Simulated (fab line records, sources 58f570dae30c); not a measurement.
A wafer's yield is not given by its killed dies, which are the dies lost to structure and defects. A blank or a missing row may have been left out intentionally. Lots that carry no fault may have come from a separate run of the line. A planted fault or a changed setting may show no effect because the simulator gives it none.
Which tool was responsible? -- flow berkeley-cmos170 -- 45 wafers from 15 lots sampled at 6 of the route's 331 steps

WHAT EACH GAUGE READ, for each wafer
UCB170_NVT_OVL_MEAS_06. Usual: NVT_OVL typically reads -3 nm, with standard deviation 5.3.
lot,measured,on,NVT_OVL (nm),flag
L864,day 5 16:02,overlay-02,3 2 -2,
L866,day 5 16:17,overlay-01,-1 0 2,
L865,day 5 16:51,overlay-01,-3 -11 -6,
L867,day 6 04:23,overlay-02,-2 5 -5,
L871,day 7 00:25,overlay-01,3 6 3,
L872,day 7 11:56,overlay-01,8 7 9,
L874,day 8 01:07,overlay-02,-1 3 -2,
L878,day 8 22:15,overlay-02,0 -7 -2,
L879,day 8 22:31,overlay-01,-3 -4 -11,
L881,day 9 02:14,overlay-01,-4 -4 -2,
L884,day 9 14:56,overlay-02,-4 -6 -8,
L883,day 9 15:01,overlay-01,-12 -6 -11,
L885,day 9 15:40,overlay-02,-11 -12 -10,
L886,day 10 00:32,overlay-01,0 -10 -6,
L887,day 10 00:45,overlay-02,3 -6 -1,

UCB170_PVT_OVL_MEAS_06. Usual: PVT_OVL typically reads -2 nm, with standard deviation 5.8.
lot,measured,on,PVT_OVL (nm),flag
L864,day 5 20:25,overlay-02,1 5 -3,
L866,day 5 20:47,overlay-02,-1 -6 -3,
L865,day 5 21:04,overlay-02,-2 -2 -3,
L867,day 6 06:15,overlay-01,3 -5 -8,
L871,day 7 02:07,overlay-01,8 3 1,
L872,day 7 13:18,overlay-02,1 3 1,
L874,day 8 03:18,overlay-02,-9 -6 -5,
L878,day 9 01:09,overlay-01,-14 -8 -6,
L879,day 9 01:17,overlay-02,10 7 9,
L881,day 9 03:50,overlay-02,3 0 1,
L884,day 9 17:47,overlay-02,-1 3 3,
L883,day 9 18:22,overlay-02,-8 -7 -14,
L885,day 9 18:38,overlay-01,1 -4 -7,
L886,day 10 02:25,overlay-01,5 1 -5,
L887,day 10 02:41,overlay-01,-1 -10 0,

UCB170_NLDD_TW_MEAS_11. Usual: NLDD_TW typically reads 2219, with standard deviation 12.
lot,measured,on,NLDD_TW,flag
L864,day 6 18:50,film-metro-04,2212 2215 2227,
L866,day 6 18:36,film-metro-04,2216 2219 2223,
L865,day 6 18:22,film-metro-03,2228 2221 2226,
L867,day 6 21:11,film-metro-02,2214 2217 2215,
L871,day 7 17:36,film-metro-02,2111 2112 2102,OFF
L872,day 8 07:24,film-metro-02,2096 2079 2080,OFF
L874,day 8 20:47,film-metro-03,2122 2130 2119,OFF
L878,day 9 18:34,film-metro-04,2216 2225 2211,
L879,day 9 18:26,film-metro-03,2228 2238 2229,
L881,day 9 17:44,film-metro-04,2215 2210 2203,
L884,day 10 11:05,film-metro-03,2223 2225 2223,
L883,day 10 11:32,film-metro-02,2203 2201 2201,
L885,day 10 11:39,film-metro-03,2230 2243 2228,
L886,day 10 16:55,film-metro-02,2209 2197 2200,
L887,day 10 16:22,film-metro-03,2219 2222 2221,

UCB170_SDANNEAL_RS_MEAS_05: the measuring method here is four-point-probe. Usual: NLDD_RS typically reads 616.1 ohm/sq, with standard deviation 1.4.
lot,measured,on,NLDD_RS (ohm/sq),flag
L864,day 7 06:35,film-metro-03,618.3 615.9 615.1,
L866,day 7 08:48,film-metro-04,616.0 614.8 617.3,
L865,day 7 06:02,film-metro-04,617.2 618.5 617.3,
L867,day 7 08:49,film-metro-02,616.2 616.1 615.3,
L871,day 8 05:25,film-metro-04,698.5 698.3 697.7,OFF
L872,day 8 18:11,film-metro-03,696.9 698.5 697.9,OFF
L874,day 9 05:20,film-metro-03,695.4 696.3 696.5,OFF
L878,day 10 02:52,film-metro-04,616.5 616.1 615.0,
L879,day 10 02:27,film-metro-02,615.0 614.9 616.5,
L881,day 10 02:38,film-metro-03,615.8 614.9 616.4,
L884,day 10 22:03,film-metro-04,618.6 618.1 618.8,
L883,day 10 22:32,film-metro-04,615.9 617.7 616.2,
L885,day 10 22:20,film-metro-03,616.2 613.8 615.5,
L886,day 11 02:22,film-metro-04,617.0 616.4 616.3,
L887,day 11 02:03,film-metro-02,615.9 615.9 615.8,

TOOL THAT RAN EACH LOT (tool first, then ch and the chambers of the sampled wafers, then the start)
lot,UCB170_PLDD_STRIP_10,UCB170_NLDD_IMPLANT_09
L864,"plasma-asher-03 ch 1, day 6 16:40","implanter-02 ch 0, day 6 18:35"
L866,"plasma-asher-04 ch 0,1, day 6 16:33","implanter-01 ch 0, day 6 18:21"
L865,"plasma-asher-01 ch 0,1, day 6 16:32","implanter-04 ch 0, day 6 18:07"
L867,"plasma-asher-04 ch 0,1, day 6 19:27","implanter-02 ch 0, day 6 20:57"
L871,"plasma-asher-01 ch 0, day 7 15:52","implanter-02 ch 0, day 7 17:21"
L872,"plasma-asher-01 ch 0,1, day 8 05:29","implanter-02 ch 0, day 8 07:09"
L874,"plasma-asher-04 ch 0,1, day 8 18:46","implanter-02 ch 0, day 8 20:33"
L878,"plasma-asher-01 ch 0,1, day 9 15:14","implanter-04 ch 0, day 9 18:20"
L879,"plasma-asher-01 ch 0,1, day 9 15:07","implanter-01 ch 0, day 9 18:11"
L881,"plasma-asher-03 ch 0,1, day 9 14:50","implanter-04 ch 0, day 9 17:29"
L884,"plasma-asher-03 ch 0,1, day 10 08:10","implanter-01 ch 0, day 10 10:50"
L883,"plasma-asher-04 ch 0,1, day 10 08:37","implanter-04 ch 0, day 10 11:17"
L885,"plasma-asher-01 ch 0,1, day 10 08:53","implanter-01 ch 0, day 10 11:25"
L886,"plasma-asher-04 ch 0,1, day 10 14:27","implanter-04 ch 0, day 10 16:40"
L887,"plasma-asher-03 ch 0,1, day 10 14:20","implanter-04 ch 0, day 10 16:07"
- UCB170_PLDD_STRIP_10: strips in O2.
- UCB170_NLDD_IMPLANT_09

AS READ BY THE TOOLS THEMSELVES (means over the sampled wafers that have a number; for cases with no such wafer, the mark the record gives instead)
UCB170_PLDD_STRIP_10. Usual: drypump-motor-current-A 5.7 A, standard deviation 0.53; oes-product-au 0.735 a.u., standard deviation 0.005; strip-time-to-endpoint-s 21.61 s, standard deviation 0.077.
lot,tool,drypump-motor-current-A (A),oes-product-au (a.u.),strip-time-to-endpoint-s (s),flag
L864,plasma-asher-03,5.8,0.736,21.63,
L866,plasma-asher-04,5.5,0.733,21.59,
L865,plasma-asher-01,5.9,0.732,21.56,
L867,plasma-asher-04,5.6,0.739,21.73,
L871,plasma-asher-01,4.9,0.736,21.63,
L872,plasma-asher-01,5.4,0.734,21.68,
L874,plasma-asher-04,5.6,0.736,21.60,
L878,plasma-asher-01,5.4,0.736,21.65,
L879,plasma-asher-01,5.9,0.731,21.52,
L881,plasma-asher-03,6.1,0.729,21.66,
L884,plasma-asher-03,6.1,0.735,21.50,
L883,plasma-asher-04,5.6,0.734,21.53,
L885,plasma-asher-01,5.9,0.734,21.58,
L886,plasma-asher-04,5.6,0.736,21.71,
L887,plasma-asher-03,5.9,0.736,21.54,

UCB170_NLDD_IMPLANT_09. Usual: beam-energy-keV 29.997, standard deviation 0.0092; end-station-pressure-torr 5.13e-06 Torr, standard deviation 2.8e-07.
lot,tool,beam-energy-keV,end-station-pressure-torr (Torr),flag
L864,implanter-02,29.993,5.09e-06,
L866,implanter-01,29.992,5.40e-06,
L865,implanter-04,29.996,5.18e-06,
L867,implanter-02,30.009,5.03e-06,
L871,implanter-02,30.003,5.20e-06,
L872,implanter-02,29.994,5.05e-06,
L874,implanter-02,29.997,5.22e-06,
L878,implanter-04,30.000,5.28e-06,
L879,implanter-01,29.995,5.18e-06,
L881,implanter-04,29.997,5.08e-06,
L884,implanter-01,30.008,5.33e-06,
L883,implanter-04,30.013,5.09e-06,
L885,implanter-01,29.993,5.02e-06,
L886,implanter-04,29.986,5.07e-06,
L887,implanter-04,29.993,5.06e-06,

THE ANSWER, worked out from the rows above alone
Rule: a lot counts as off when the mean over its wafers that have a number is more than 3 standard deviations away from the usual mean. Also off: a lot with no number at a reading for which 4 or more lots have one. Where the step has rows for the other lots, those lots are counted as sound. The gauges are gone through in route order, then the tools' own readings, and for those a lot's mean is taken as printed above. The first step at which some lot is off is used, and at that step the reading that is off furthest; a lot without a number counts as furthest.
Off: L871, L872, L874, seen at UCB170_NLDD_TW_MEAS_11 (NLDD_TW).
A tool fits if, at a process step before that reading, it ran every lot that is off, and no sound lot after the first of them. Gauges at UCB170_NLDD_TW_MEAS_11: tried the same way as those tools. One candidate fits, namely implanter-02 at UCB170_NLDD_IMPLANT_09. Its last sound lot is L867 (day 6 20:57), its first lot that is off L871 (day 7 17:21): a fault that began between those two fits.

WHAT WAS PUT IN BY THE SIMULATOR
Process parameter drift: implanter-02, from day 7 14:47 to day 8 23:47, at UCB170_NLDD_IMPLANT_09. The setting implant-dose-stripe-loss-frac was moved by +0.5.
Lots struck among those shown: L871, L872, L874. This agrees with what the rule above found.
